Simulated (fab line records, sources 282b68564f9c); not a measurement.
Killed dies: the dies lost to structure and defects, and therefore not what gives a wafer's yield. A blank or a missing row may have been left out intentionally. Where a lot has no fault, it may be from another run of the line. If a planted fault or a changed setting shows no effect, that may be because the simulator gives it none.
fab line records :: flow ritCmos
record
  lots=7
  wafers=21
  lastDay=7
route steps=202 shown PWELL@49 WELLDRIVE@50 NWELL@51 NRETRO@53 M1@202
lots that met no fault: taken from a fault-free run of the same line
startH: hours from the record's first day to the start of the lot's first wafer shown :: waitH: hours from the lot's prior step to this one :: " unchanged from the row above :: L1.1+2: one row covering several wafers at once :: - either no value or no given start :: * or withheld: withheld :: < > ~ a bound
route shown NAME@n: names a module that has steps shown in the file, with the first one's number in the route :: usual: mean/standard deviation taken from wafers without a fault :: same: alike in all rows :: chamber/n: place in a boat :: sites: the reading at each site :: _std_site: the standard deviation of these :: _edge_site: outer sites' mean less inner sites' :: radiusMm: how far each site lies from the wafer's centre :: mask NAME#n: copy n :: behind: tool/chamber where the wafer was last shaped :: hold: why the lot was held/for how many hours/how that ended :: device: the transistor (n, p or np) that didn't switch :: end of line: the route-end tests of the same wafers :: a step with no rows: only its recipe :: killed: at the first sort, the dies lost to defects and structure; wafer yield is something else :: map: a wafer's dies, x killed, . not, _ none there
set.NAME: the setting the step ran with; set.NAME@STEP: the setting that earlier step ran with :: model.NAME: the simulator's own value behind a step, which no gauge read
certain route steps with their lots: each step a table, each wafer a row
services: from which hour (startH, from the record's first day; less than 0 if before it) a tool's chamber was out of use, for how many hours, and why
## steps
# step RIT_PWELL_TW_MEAS_10
# usual
  PWELL_TW=960/10
lot.wafer: L429.2
tool: filmMetro-01
chamber: -
startH: 22.62
waitH: 0.1
PWELL_TW: 937

lot.wafer: L429.5
tool: filmMetro-01
chamber: -
startH: 22.62
waitH: 0.1
PWELL_TW: 934

lot.wafer: L429.6
tool: filmMetro-01
chamber: -
startH: 22.62
waitH: 0.1
PWELL_TW: 942

lot.wafer: L430.1
tool: filmMetro-04
chamber: -
startH: 29.80
waitH: 0.1
PWELL_TW: 959

lot.wafer: L430.3
tool: filmMetro-04
chamber: -
startH: 29.80
waitH: 0.1
PWELL_TW: 956

lot.wafer: L430.6
tool: filmMetro-04
chamber: -
startH: 29.80
waitH: 0.1
PWELL_TW: 960

lot.wafer: L438.3
tool: filmMetro-04
chamber: -
startH: 69.72
waitH: 0.1
PWELL_TW: 959

lot.wafer: L438.5
tool: filmMetro-04
chamber: -
startH: 69.72
waitH: 0.1
PWELL_TW: 958

lot.wafer: L438.6
tool: filmMetro-04
chamber: -
startH: 69.72
waitH: 0.1
PWELL_TW: 955

lot.wafer: L442.1
tool: filmMetro-04
chamber: -
startH: 90.43
waitH: 0.1
PWELL_TW: 964

lot.wafer: L442.5
tool: filmMetro-04
chamber: -
startH: 90.43
waitH: 0.1
PWELL_TW: 963

lot.wafer: L442.6
tool: filmMetro-04
chamber: -
startH: 90.43
waitH: 0.1
PWELL_TW: 950

lot.wafer: L443.2
tool: filmMetro-01
chamber: -
startH: 93.67
waitH: 0.1
PWELL_TW: 939

lot.wafer: L443.3
tool: filmMetro-01
chamber: -
startH: 93.67
waitH: 0.1
PWELL_TW: 945

lot.wafer: L443.5
tool: filmMetro-01
chamber: -
startH: 93.67
waitH: 0.1
PWELL_TW: 941

lot.wafer: L447.1
tool: filmMetro-02
chamber: -
startH: 115.29
waitH: 0.1
PWELL_TW: 965

lot.wafer: L447.2
tool: filmMetro-02
chamber: -
startH: 115.29
waitH: 0.1
PWELL_TW: 965

lot.wafer: L447.6
tool: filmMetro-02
chamber: -
startH: 115.29
waitH: 0.1
PWELL_TW: 969

lot.wafer: L452.1
tool: filmMetro-02
chamber: -
startH: 138.05
waitH: 0.1
PWELL_TW: 963

lot.wafer: L452.3
tool: filmMetro-02
chamber: -
startH: 138.05
waitH: 0.1
PWELL_TW: 969

lot.wafer: L452.4
tool: filmMetro-02
chamber: -
startH: 138.05
waitH: 0.1
PWELL_TW: 969
# step RIT_WELLDRIVE_ANNEAL_00
# recipe
  tempC=1100
  timeS=14700
  ambient=N2
# step RIT_WELLDRIVE_RS_MEAS_01
# recipe
  thkMeasGauge=four-point-probe
# usual
  NWELL_RS=275.6/0.66
lot.wafer: L429.2
tool: filmMetro-02
chamber: -
startH: 28.04
waitH: 0.0
NWELL_RS[ohm/sq]: 275.4

lot.wafer: L429.5
tool: filmMetro-02
chamber: -
startH: 28.04
waitH: 0.0
NWELL_RS[ohm/sq]: 275.2

lot.wafer: L429.6
tool: filmMetro-02
chamber: -
startH: 28.04
waitH: 0.0
NWELL_RS[ohm/sq]: 276.2

lot.wafer: L430.1
tool: filmMetro-02
chamber: -
startH: 34.94
waitH: 0.0
NWELL_RS[ohm/sq]: 276.4

lot.wafer: L430.3
tool: filmMetro-02
chamber: -
startH: 34.94
waitH: 0.0
NWELL_RS[ohm/sq]: 276.5

lot.wafer: L430.6
tool: filmMetro-02
chamber: -
startH: 34.94
waitH: 0.0
NWELL_RS[ohm/sq]: 276.3

lot.wafer: L438.3
tool: filmMetro-01
chamber: -
startH: 75.53
waitH: 0.0
NWELL_RS[ohm/sq]: 274.9

lot.wafer: L438.5
tool: filmMetro-01
chamber: -
startH: 75.53
waitH: 0.0
NWELL_RS[ohm/sq]: 276.1

lot.wafer: L438.6
tool: filmMetro-01
chamber: -
startH: 75.53
waitH: 0.0
NWELL_RS[ohm/sq]: 275.5

lot.wafer: L442.1
tool: filmMetro-04
chamber: -
startH: 96.35
waitH: 0.0
NWELL_RS[ohm/sq]: 275.4

lot.wafer: L442.5
tool: filmMetro-04
chamber: -
startH: 96.35
waitH: 0.0
NWELL_RS[ohm/sq]: 275.5

lot.wafer: L442.6
tool: filmMetro-04
chamber: -
startH: 96.35
waitH: 0.0
NWELL_RS[ohm/sq]: 275.1

lot.wafer: L443.2
tool: filmMetro-04
chamber: -
startH: 98.82
waitH: 0.0
NWELL_RS[ohm/sq]: 274.8

lot.wafer: L443.3
tool: filmMetro-04
chamber: -
startH: 98.82
waitH: 0.0
NWELL_RS[ohm/sq]: 274.6

lot.wafer: L443.5
tool: filmMetro-04
chamber: -
startH: 98.82
waitH: 0.0
NWELL_RS[ohm/sq]: 275.5

lot.wafer: L447.1
tool: filmMetro-01
chamber: -
startH: 121.14
waitH: 0.0
NWELL_RS[ohm/sq]: 276.0

lot.wafer: L447.2
tool: filmMetro-01
chamber: -
startH: 121.14
waitH: 0.0
NWELL_RS[ohm/sq]: 274.6

lot.wafer: L447.6
tool: filmMetro-01
chamber: -
startH: 121.14
waitH: 0.0
NWELL_RS[ohm/sq]: 275.9

lot.wafer: L452.1
tool: filmMetro-01
chamber: -
startH: 143.58
waitH: 0.0
NWELL_RS[ohm/sq]: 276.1

lot.wafer: L452.3
tool: filmMetro-01
chamber: -
startH: 143.58
waitH: 0.0
NWELL_RS[ohm/sq]: 276.4

lot.wafer: L452.4
tool: filmMetro-01
chamber: -
startH: 143.58
waitH: 0.0
NWELL_RS[ohm/sq]: 276.2
# step RIT_WELLDRIVE_RS_MEAS_02
# recipe
  thkMeasGauge=four-point-probe
# usual
  PWELL_RS=429.7/1.2
lot.wafer: L429.2
tool: filmMetro-02
chamber: -
startH: 28.16
waitH: 0.1
PWELL_RS[ohm/sq]: 432.8

lot.wafer: L429.5
tool: filmMetro-02
chamber: -
startH: 28.16
waitH: 0.1
PWELL_RS[ohm/sq]: 431.0

lot.wafer: L429.6
tool: filmMetro-02
chamber: -
startH: 28.16
waitH: 0.1
PWELL_RS[ohm/sq]: 428.9

lot.wafer: L430.1
tool: filmMetro-02
chamber: -
startH: 35.06
waitH: 0.1
PWELL_RS[ohm/sq]: 429.2

lot.wafer: L430.3
tool: filmMetro-02
chamber: -
startH: 35.06
waitH: 0.1
PWELL_RS[ohm/sq]: 428.6

lot.wafer: L430.6
tool: filmMetro-02
chamber: -
startH: 35.06
waitH: 0.1
PWELL_RS[ohm/sq]: 429.3

lot.wafer: L438.3
tool: filmMetro-01
chamber: -
startH: 75.65
waitH: 0.1
PWELL_RS[ohm/sq]: 430.9

lot.wafer: L438.5
tool: filmMetro-01
chamber: -
startH: 75.65
waitH: 0.1
PWELL_RS[ohm/sq]: 431.5

lot.wafer: L438.6
tool: filmMetro-01
chamber: -
startH: 75.65
waitH: 0.1
PWELL_RS[ohm/sq]: 432.8

lot.wafer: L442.1
tool: filmMetro-04
chamber: -
startH: 96.47
waitH: 0.1
PWELL_RS[ohm/sq]: 430.3

lot.wafer: L442.5
tool: filmMetro-04
chamber: -
startH: 96.47
waitH: 0.1
PWELL_RS[ohm/sq]: 428.6

lot.wafer: L442.6
tool: filmMetro-04
chamber: -
startH: 96.47
waitH: 0.1
PWELL_RS[ohm/sq]: 428.6

lot.wafer: L443.2
tool: filmMetro-04
chamber: -
startH: 98.94
waitH: 0.1
PWELL_RS[ohm/sq]: 426.8

lot.wafer: L443.3
tool: filmMetro-04
chamber: -
startH: 98.94
waitH: 0.1
PWELL_RS[ohm/sq]: 427.9

lot.wafer: L443.5
tool: filmMetro-04
chamber: -
startH: 98.94
waitH: 0.1
PWELL_RS[ohm/sq]: 427.7

lot.wafer: L447.1
tool: filmMetro-01
chamber: -
startH: 121.26
waitH: 0.1
PWELL_RS[ohm/sq]: 429.7

lot.wafer: L447.2
tool: filmMetro-01
chamber: -
startH: 121.26
waitH: 0.1
PWELL_RS[ohm/sq]: 428.8

lot.wafer: L447.6
tool: filmMetro-01
chamber: -
startH: 121.26
waitH: 0.1
PWELL_RS[ohm/sq]: 428.7

lot.wafer: L452.1
tool: filmMetro-01
chamber: -
startH: 143.70
waitH: 0.1
PWELL_RS[ohm/sq]: 432.8

lot.wafer: L452.3
tool: filmMetro-01
chamber: -
startH: 143.70
waitH: 0.1
PWELL_RS[ohm/sq]: 432.6

lot.wafer: L452.4
tool: filmMetro-01
chamber: -
startH: 143.70
waitH: 0.1
PWELL_RS[ohm/sq]: 431.8
# step RIT_NRETRO_HMDS_00
# recipe
  primeTimeS=60
  primeTempC=140
# step RIT_NRETRO_COAT_01
# recipe
  resist=NOVOLAK
  spinRpm=2000
  resistThkNm=1300
# step RIT_NRETRO_SOFTBAKE_02
# recipe
  resist=NOVOLAK
  tempC=90
  timeS=58.83
# step RIT_NRETRO_EXPOSE_03
# recipe
  maskId=M4
  na=0.57
  targetCdNm=43900
  doseMj=250
# step RIT_NRETRO_PEB_04
# recipe
  resist=NOVOLAK
  tempC=withheld
  timeS=withheld
# step RIT_NRETRO_DEVELOP_05
# recipe
  resist=NOVOLAK
  developTimeS=68
  devTempC=23
# step RIT_NRETRO_OVL_MEAS_06
# usual
  NRETRO_OVL=-0.8/1.5
lot.wafer: L429.2
tool: overlay-01
chamber: -
startH: 29.23
waitH: -
NRETRO_OVL[nm]: 2.1

lot.wafer: L429.5
tool: overlay-01
chamber: -
startH: 29.23
waitH: -
NRETRO_OVL[nm]: 1.4

lot.wafer: L429.6
tool: overlay-01
chamber: -
startH: 29.23
waitH: -
NRETRO_OVL[nm]: 2.0

lot.wafer: L430.1
tool: overlay-02
chamber: -
startH: 36.25
waitH: -
NRETRO_OVL[nm]: -0.6

lot.wafer: L430.3
tool: overlay-02
chamber: -
startH: 36.25
waitH: -
NRETRO_OVL[nm]: -1.7

lot.wafer: L430.6
tool: overlay-02
chamber: -
startH: 36.25
waitH: -
NRETRO_OVL[nm]: -1.3

lot.wafer: L438.3
tool: overlay-02
chamber: -
startH: 76.75
waitH: -
NRETRO_OVL[nm]: -0.4

lot.wafer: L438.5
tool: overlay-02
chamber: -
startH: 76.75
waitH: -
NRETRO_OVL[nm]: -3.1

lot.wafer: L438.6
tool: overlay-02
chamber: -
startH: 76.75
waitH: -
NRETRO_OVL[nm]: -0.8

lot.wafer: L442.1
tool: overlay-01
chamber: -
startH: 97.47
waitH: -
NRETRO_OVL[nm]: 1.4

lot.wafer: L442.5
tool: overlay-01
chamber: -
startH: 97.47
waitH: -
NRETRO_OVL[nm]: 1.5

lot.wafer: L442.6
tool: overlay-01
chamber: -
startH: 97.47
waitH: -
NRETRO_OVL[nm]: 0.2

lot.wafer: L443.2
tool: overlay-02
chamber: -
startH: 100.05
waitH: -
NRETRO_OVL[nm]: 0.4

lot.wafer: L443.3
tool: overlay-02
chamber: -
startH: 100.05
waitH: -
NRETRO_OVL[nm]: 1.7

lot.wafer: L443.5
tool: overlay-02
chamber: -
startH: 100.05
waitH: -
NRETRO_OVL[nm]: 2.1

lot.wafer: L447.1
tool: overlay-01
chamber: -
startH: 122.26
waitH: -
NRETRO_OVL[nm]: -0.2

lot.wafer: L447.2
tool: overlay-01
chamber: -
startH: 122.26
waitH: -
NRETRO_OVL[nm]: -0.4

lot.wafer: L447.6
tool: overlay-01
chamber: -
startH: 122.26
waitH: -
NRETRO_OVL[nm]: -0.1

lot.wafer: L452.1
tool: overlay-02
chamber: -
startH: 144.93
waitH: -
NRETRO_OVL[nm]: 1.0

lot.wafer: L452.3
tool: overlay-02
chamber: -
startH: 144.93
waitH: -
NRETRO_OVL[nm]: -0.9

lot.wafer: L452.4
tool: overlay-02
chamber: -
startH: 144.93
waitH: -
NRETRO_OVL[nm]: 0.6
# step RIT_NRETRO_HARDBAKE_07
# recipe
  resist=NOVOLAK
  tempC=140
  timeS=120
# step RIT_NRETRO_IMPLANT_08
# recipe
  species=P
  energyKev=70
  doseCm2=1e+13
  tiltDeg=7
# usual
  tiltDeg=7.004/0.019
lot.wafer: L429.2
tool: implanter-03
chamber: 0
startH: 29.53
waitH: 0.2
tiltDeg: 7.030

lot.wafer: L429.5
tool: implanter-03
chamber: 0
startH: 29.53
waitH: 0.2
tiltDeg: 7.032

lot.wafer: L429.6
tool: implanter-03
chamber: 0
startH: 29.53
waitH: 0.2
tiltDeg: 6.991

lot.wafer: L430.1
tool: implanter-02
chamber: 0
startH: 36.53
waitH: 0.2
tiltDeg: 6.991

lot.wafer: L430.3
tool: implanter-02
chamber: 0
startH: 36.53
waitH: 0.2
tiltDeg: 6.970

lot.wafer: L430.6
tool: implanter-02
chamber: 0
startH: 36.53
waitH: 0.2
tiltDeg: 6.998

lot.wafer: L438.3
tool: implanter-03
chamber: 0
startH: 77.07
waitH: 0.2
tiltDeg: 5.040

lot.wafer: L438.5
tool: implanter-03
chamber: 0
startH: 77.07
waitH: 0.2
tiltDeg: 5.013

lot.wafer: L438.6
tool: implanter-03
chamber: 0
startH: 77.07
waitH: 0.2
tiltDeg: 4.996

lot.wafer: L442.1
tool: implanter-03
chamber: 0
startH: 97.76
waitH: 0.2
tiltDeg: 5.020

lot.wafer: L442.5
tool: implanter-03
chamber: 0
startH: 97.76
waitH: 0.2
tiltDeg: 4.988

lot.wafer: L442.6
tool: implanter-03
chamber: 0
startH: 97.76
waitH: 0.2
tiltDeg: 4.993

lot.wafer: L443.2
tool: implanter-03
chamber: 0
startH: 100.36
waitH: 0.2
tiltDeg: 5.015

lot.wafer: L443.3
tool: implanter-03
chamber: 0
startH: 100.36
waitH: 0.2
tiltDeg: 5.021

lot.wafer: L443.5
tool: implanter-03
chamber: 0
startH: 100.36
waitH: 0.2
tiltDeg: 5.017

lot.wafer: L447.1
tool: implanter-01
chamber: 0
startH: 122.54
waitH: 0.2
tiltDeg: 7.017

lot.wafer: L447.2
tool: implanter-01
chamber: 0
startH: 122.54
waitH: 0.2
tiltDeg: 6.987

lot.wafer: L447.6
tool: implanter-01
chamber: 0
startH: 122.54
waitH: 0.2
tiltDeg: 6.977

lot.wafer: L452.1
tool: implanter-02
chamber: 0
startH: 145.29
waitH: 0.2
tiltDeg: 7.027

lot.wafer: L452.3
tool: implanter-02
chamber: 0
startH: 145.29
waitH: 0.2
tiltDeg: 6.993

lot.wafer: L452.4
tool: implanter-02
chamber: 0
startH: 145.29
waitH: 0.2
tiltDeg: 7.002
# step RIT_NRETRO_STRIP_09
# recipe
  chemistry=O2
  timeS=180
  resist=NOVOLAK
  platenTempC=withheld
  powerW=500
  pressureMtorr=4000
  o2FlowSccm=4000
# usual
  chamberPressureMTorr=4000/3.5
  drypumpMotorCurrentA=6.1/0.34
lot.wafer: L429.2
tool: plasmaAsher-01
chamber: 0
startH: 29.66
waitH: 0.1
chamberPressureMTorr: 3993
drypumpMotorCurrentA: 5.8
rfHoursCounterH: 36

lot.wafer: L429.5
tool: plasmaAsher-01
chamber: 0
startH: 29.66
waitH: 0.1
chamberPressureMTorr: 4000
drypumpMotorCurrentA: 5.8
rfHoursCounterH: -

lot.wafer: L429.6
tool: plasmaAsher-01
chamber: 1
startH: 29.66
waitH: 0.1
chamberPressureMTorr: 4004
drypumpMotorCurrentA: 6.4
rfHoursCounterH: -

lot.wafer: L430.1
tool: plasmaAsher-04
chamber: 1
startH: 36.68
waitH: 0.1
chamberPressureMTorr: 4002
drypumpMotorCurrentA: 6.4
rfHoursCounterH: 38

lot.wafer: L430.3
tool: plasmaAsher-04
chamber: 0
startH: 36.68
waitH: 0.1
chamberPressureMTorr: 4001
drypumpMotorCurrentA: 5.6
rfHoursCounterH: -

lot.wafer: L430.6
tool: plasmaAsher-04
chamber: 1
startH: 36.68
waitH: 0.1
chamberPressureMTorr: 4000
drypumpMotorCurrentA: 6.4
rfHoursCounterH: -

lot.wafer: L438.3
tool: plasmaAsher-01
chamber: 0
startH: 77.23
waitH: 0.1
chamberPressureMTorr: 4002
drypumpMotorCurrentA: 5.8
rfHoursCounterH: -

lot.wafer: L438.5
tool: plasmaAsher-01
chamber: 0
startH: 77.23
waitH: 0.1
chamberPressureMTorr: 3999
drypumpMotorCurrentA: 5.8
rfHoursCounterH: -

lot.wafer: L438.6
tool: plasmaAsher-01
chamber: 1
startH: 77.23
waitH: 0.1
chamberPressureMTorr: 3998
drypumpMotorCurrentA: 6.4
rfHoursCounterH: -

lot.wafer: L442.1
tool: plasmaAsher-01
chamber: 0
startH: 97.91
waitH: 0.1
chamberPressureMTorr: 3995
drypumpMotorCurrentA: 5.8
rfHoursCounterH: 43

lot.wafer: L442.5
tool: plasmaAsher-01
chamber: 0
startH: 97.91
waitH: 0.1
chamberPressureMTorr: 4001
drypumpMotorCurrentA: 5.8
rfHoursCounterH: -

lot.wafer: L442.6
tool: plasmaAsher-01
chamber: 1
startH: 97.91
waitH: 0.1
chamberPressureMTorr: 3999
drypumpMotorCurrentA: 6.4
rfHoursCounterH: -

lot.wafer: L443.2
tool: plasmaAsher-04
chamber: 0
startH: 100.48
waitH: 0.1
chamberPressureMTorr: 3998
drypumpMotorCurrentA: 5.6
rfHoursCounterH: 45

lot.wafer: L443.3
tool: plasmaAsher-04
chamber: 1
startH: 100.48
waitH: 0.1
chamberPressureMTorr: 3996
drypumpMotorCurrentA: 6.4
rfHoursCounterH: -

lot.wafer: L443.5
tool: plasmaAsher-04
chamber: 1
startH: 100.48
waitH: 0.1
chamberPressureMTorr: 4001
drypumpMotorCurrentA: 6.4
rfHoursCounterH: -

lot.wafer: L447.1
tool: plasmaAsher-03
chamber: 1
startH: 122.69
waitH: 0.1
chamberPressureMTorr: 4004
drypumpMotorCurrentA: 5.7
rfHoursCounterH: 50

lot.wafer: L447.2
tool: plasmaAsher-03
chamber: 0
startH: 122.69
waitH: 0.1
chamberPressureMTorr: 3999
drypumpMotorCurrentA: 6.4
rfHoursCounterH: 50

lot.wafer: L447.6
tool: plasmaAsher-03
chamber: 1
startH: 122.69
waitH: 0.1
chamberPressureMTorr: 3999
drypumpMotorCurrentA: 5.7
rfHoursCounterH: -

lot.wafer: L452.1
tool: plasmaAsher-03
chamber: 1
startH: 145.44
waitH: 0.1
chamberPressureMTorr: 3997
drypumpMotorCurrentA: 5.7
rfHoursCounterH: 52

lot.wafer: L452.3
tool: plasmaAsher-03
chamber: 1
startH: 145.44
waitH: 0.1
chamberPressureMTorr: 3998
drypumpMotorCurrentA: 5.7
rfHoursCounterH: -

lot.wafer: L452.4
tool: plasmaAsher-03
chamber: 0
startH: 145.44
waitH: 0.1
chamberPressureMTorr: 3996
drypumpMotorCurrentA: 6.4
rfHoursCounterH: -
# step RIT_M1_PROBE_99
# usual
  killed_at_M0_to_M3=0.0/0.12
  killedAtContacts=0.1/0.25
  killedAtFrontEnd=6.3/2.9
  killedDies=6.4/2.8
  killedOpen=3.3/2
  killedShort=3.1/2
# same
  grossDies=264
  killed_at_M4_up=0
  killedAtBackSide=0
  killedAtOther=0
lot.wafer: L429.2
tool: prober-01
chamber: -
startH: 59.31
waitH: 0.1
killed_at_M0_to_M3: 0
killedAtContacts: 0
killedAtFrontEnd: 5
killedDies: 5
killedOpen: 0
killedShort: 5

lot.wafer: L429.5
tool: prober-01
chamber: -
startH: 59.46
waitH: 0.2
killed_at_M0_to_M3: 0
killedAtContacts: 0
killedAtFrontEnd: 4
killedDies: 4
killedOpen: 2
killedShort: 2

lot.wafer: L429.6
tool: prober-01
chamber: -
startH: 59.51
waitH: 0.2
killed_at_M0_to_M3: 0
killedAtContacts: 0
killedAtFrontEnd: 10
killedDies: 10
killedOpen: 5
killedShort: 5

lot.wafer: L430.1
tool: prober-01
chamber: -
startH: 65.16
waitH: 0.1
killed_at_M0_to_M3: 1
killedAtContacts: 0
killedAtFrontEnd: 5
killedDies: 6
killedOpen: 2
killedShort: 4

lot.wafer: L430.3
tool: prober-01
chamber: -
startH: 65.26
waitH: 0.2
killed_at_M0_to_M3: 0
killedAtContacts: 0
killedAtFrontEnd: 8
killedDies: 8
killedOpen: 5
killedShort: 3

lot.wafer: L430.6
tool: prober-01
chamber: -
startH: 65.41
waitH: 0.2
killed_at_M0_to_M3: 0
killedAtContacts: 0
killedAtFrontEnd: 11
killedDies: 11
killedOpen: 5
killedShort: 6

lot.wafer: L438.3
tool: prober-02
chamber: -
startH: 107.32
waitH: 0.2
killed_at_M0_to_M3: 0
killedAtContacts: 0
killedAtFrontEnd: 5
killedDies: 5
killedOpen: 1
killedShort: 4

lot.wafer: L438.5
tool: prober-02
chamber: -
startH: 107.42
waitH: 0.2
killed_at_M0_to_M3: 0
killedAtContacts: 0
killedAtFrontEnd: 5
killedDies: 5
killedOpen: 2
killedShort: 3

lot.wafer: L438.6
tool: prober-02
chamber: -
startH: 107.47
waitH: 0.2
killed_at_M0_to_M3: 0
killedAtContacts: 0
killedAtFrontEnd: 5
killedDies: 5
killedOpen: 2
killedShort: 3

lot.wafer: L442.1
tool: prober-01
chamber: -
startH: 126.15
waitH: 0.1
killed_at_M0_to_M3: 0
killedAtContacts: 0
killedAtFrontEnd: 7
killedDies: 7
killedOpen: 3
killedShort: 4

lot.wafer: L442.5
tool: prober-01
chamber: -
startH: 126.35
waitH: 0.2
killed_at_M0_to_M3: 0
killedAtContacts: 0
killedAtFrontEnd: 5
killedDies: 5
killedOpen: 3
killedShort: 2

lot.wafer: L442.6
tool: prober-01
chamber: -
startH: 126.40
waitH: 0.2
killed_at_M0_to_M3: 0
killedAtContacts: 0
killedAtFrontEnd: 11
killedDies: 11
killedOpen: 6
killedShort: 5

lot.wafer: L443.2
tool: prober-02
chamber: -
startH: 132.81
waitH: 0.1
killed_at_M0_to_M3: 0
killedAtContacts: 0
killedAtFrontEnd: 7
killedDies: 7
killedOpen: 5
killedShort: 2

lot.wafer: L443.3
tool: prober-02
chamber: -
startH: 132.86
waitH: 0.2
killed_at_M0_to_M3: 0
killedAtContacts: 0
killedAtFrontEnd: 1
killedDies: 1
killedOpen: 1
killedShort: 0

lot.wafer: L443.5
tool: prober-02
chamber: -
startH: 132.96
waitH: 0.2
killed_at_M0_to_M3: 0
killedAtContacts: 0
killedAtFrontEnd: 12
killedDies: 12
killedOpen: 8
killedShort: 4

lot.wafer: L447.1
tool: prober-02
chamber: -
startH: 150.47
waitH: 0.1
killed_at_M0_to_M3: 0
killedAtContacts: 0
killedAtFrontEnd: 10
killedDies: 10
killedOpen: 7
killedShort: 3

lot.wafer: L447.2
tool: prober-02
chamber: -
startH: 150.52
waitH: 0.1
killed_at_M0_to_M3: 0
killedAtContacts: 1
killedAtFrontEnd: 5
killedDies: 6
killedOpen: 2
killedShort: 4

lot.wafer: L447.6
tool: prober-02
chamber: -
startH: 150.72
waitH: 0.2
killed_at_M0_to_M3: 0
killedAtContacts: 0
killedAtFrontEnd: 12
killedDies: 12
killedOpen: 7
killedShort: 5

lot.wafer: L452.1
tool: prober-01
chamber: -
startH: 177.79
waitH: 0.1
killed_at_M0_to_M3: 0
killedAtContacts: 0
killedAtFrontEnd: 11
killedDies: 11
killedOpen: 4
killedShort: 7

lot.wafer: L452.3
tool: prober-01
chamber: -
startH: 177.89
waitH: 0.2
killed_at_M0_to_M3: 0
killedAtContacts: 0
killedAtFrontEnd: 5
killedDies: 5
killedOpen: 4
killedShort: 1

lot.wafer: L452.4
tool: prober-01
chamber: -
startH: 177.94
waitH: 0.2
killed_at_M0_to_M3: 0
killedAtContacts: 0
killedAtFrontEnd: 8
killedDies: 8
killedOpen: 5
killedShort: 3
# killed by level:class
L429.2 REOX:geometricParticle:short=3 GATE:geometricParticle:short=1 SPACER:geometricParticle:short=1
L429.5 GATE:geometricParticle:short=2 FOX1:geometricParticle:open=1 FOX2:geometricParticle:open=1
L429.6 GATE:geometricParticle:open=3 FOX2:geometricParticle:short=2 SPACER:geometricParticle:open=2 FOX1:geometricParticle:short=1 GATE:geometricParticle:short=1 SILICIDE:geometricParticle:short=1
L430.1 FOX1:geometricParticle:open=1 GATE:geometricParticle:short=1 GATE:geometricParticle:open=1 REOX:geometricParticle:short=1 SPACER:geometricParticle:short=1 M1:geometricParticle:short=1
L430.3 GATE:geometricParticle:open=3 GATE:geometricParticle:short=2 REOX:geometricParticle:open=1 REOX:geometricParticle:short=1 SILICIDE:geometricParticle:open=1
L430.6 GATE:geometricParticle:open=4 FOX1:geometricParticle:short=2 SPACER:geometricParticle:short=2 GATE:geometricParticle:short=1 REOX:geometricParticle:open=1 REOX:geometricParticle:short=1
L438.3 FOX1:geometricParticle:short=1 REOX:geometricParticle:open=1 GATE:geometricParticle:short=1 SPACER:geometricParticle:short=1 SILICIDE:geometricParticle:short=1
L438.5 FOX2:geometricParticle:short=1 GATE:geometricParticle:short=1 GATE:geometricParticle:open=1 SPACER:geometricParticle:short=1 SPACER:geometricParticle:open=1
L438.6 GATE:geometricParticle:open=2 GATE:geometricParticle:short=1 SPACER:geometricParticle:short=1 SILICIDE:geometricParticle:short=1
L442.1 FOX1:geometricParticle:open=3 FOX1:geometricParticle:short=1 GATE:geometricParticle:short=1 SPACER:geometricParticle:short=1 SILICIDE:geometricParticle:short=1
L442.5 FOX1:geometricParticle:open=1 GATE:geometricParticle:short=1 REOX:geometricParticle:short=1 SPACER:geometricParticle:open=1 SILICIDE:geometricParticle:open=1
L442.6 GATE:geometricParticle:open=4 FOX2:geometricParticle:open=2 SPACER:geometricParticle:short=2 FOX1:geometricParticle:short=1 GATE:geometricParticle:short=1 REOX:geometricParticle:short=1
L443.2 GATE:geometricParticle:open=3 FOX1:geometricParticle:open=1 FOX1:geometricParticle:short=1 FOX2:geometricParticle:short=1 SILICIDE:geometricParticle:open=1
L443.3 FOX1:geometricParticle:open=1
L443.5 GATE:geometricParticle:short=3 GATE:geometricParticle:open=3 FOX2:geometricParticle:open=2 FOX1:geometricParticle:open=1 FOX1:geometricParticle:short=1 REOX:geometricParticle:open=1 SILICIDE:geometricParticle:open=1
L447.1 GATE:geometricParticle:open=4 GATE:geometricParticle:short=2 FOX1:geometricParticle:short=1 FOX1:geometricParticle:open=1 REOX:geometricParticle:open=1 SPACER:geometricParticle:open=1
L447.2 SILICIDE:geometricParticle:short=2 FOX1:geometricParticle:short=1 REOX:geometricParticle:short=1 REOX:geometricParticle:open=1 CONTACT:geometricParticle:open=1
L447.6 GATE:geometricParticle:short=4 GATE:geometricParticle:open=4 FOX1:geometricParticle:short=1 FOX2:geometricParticle:open=1 SPACER:geometricParticle:open=1 SILICIDE:geometricParticle:open=1
L452.1 GATE:geometricParticle:short=3 SPACER:geometricParticle:short=3 GATE:geometricParticle:open=2 FOX1:geometricParticle:short=1 REOX:geometricParticle:open=1 SILICIDE:geometricParticle:open=1
L452.3 GATE:geometricParticle:open=3 SPACER:geometricParticle:open=1 SILICIDE:geometricParticle:short=1
L452.4 FOX2:geometricParticle:open=2 SILICIDE:geometricParticle:open=2 FOX1:geometricParticle:short=1 FOX2:geometricParticle:short=1 GATE:geometricParticle:open=1 GATE:geometricParticle:short=1
## services
tool: plasmaAsher-03
chamber: -
startH: 12.73
hours: 2.0
kind: repair

tool: plasmaAsher-04
chamber: -
startH: 21.20
hours: 1.4
kind: repair

tool: implanter-02
chamber: -
startH: 22.27
hours: 2.7
kind: repair

tool: implanter-01
chamber: -
startH: 28.34
hours: 3.4
kind: repair

tool: plasmaAsher-03
chamber: -
startH: 32.03
hours: 0.3
kind: repair

tool: implanter-03
chamber: -
startH: 32.28
hours: 19.1
kind: pm

tool: implanter-01
chamber: -
startH: 32.32
hours: 5.6
kind: pm

tool: plasmaAsher-03
chamber: -
startH: 59.40
hours: 2.3
kind: repair

tool: implanter-03
chamber: -
startH: 66.95
hours: 4.5
kind: repair

tool: implanter-02
chamber: -
startH: 97.60
hours: 2.0
kind: repair

tool: implanter-03
chamber: -
startH: 102.65
hours: 3.2
kind: repair

tool: plasmaAsher-04
chamber: -
startH: 108.75
hours: 9.0
kind: pm

tool: plasmaAsher-04
chamber: 0
startH: 108.75
hours: 9.0
kind: ventCycle

tool: plasmaAsher-04
chamber: 1
startH: 108.75
hours: 9.0
kind: ventCycle

tool: plasmaAsher-04
chamber: 0
startH: 117.75
hours: -
kind: clean

tool: plasmaAsher-04
chamber: 1
startH: 117.75
hours: -
kind: clean
## key
firstSign
  step=RIT_NRETRO_IMPLANT_08
  reading=tiltDeg
  direction=down
  sigmas=99+
  usual=7.004
  struck=5.011
effect none on later readings
metAt RIT_NRETRO_IMPLANT_08
struckWafers L438.3,L438.5,L438.6,L442.1,L442.5,L442.6,L443.2,L443.3,L443.5
testerLeftOut L438,L442,L443
onsetBetween 29.53 77.07
fault
  kind=processParameterDrift
  tool=implanter-03
  chamber=-
  onsetH=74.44
  steps=RIT_NRETRO_IMPLANT_08
  channel=tiltDeg
  offset=-1.9914
  shape=step
  endH=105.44
  actsIn=theseRecipesOnly
  stated=7
# testerLeftOut: of these lots the tester's yield and bins aren't shown, on N5 and GAA mostly nor the transistor test; their killed dies are dies lost to structure and defects alone, not to doping, threshold or leakage, so they don't give the yield
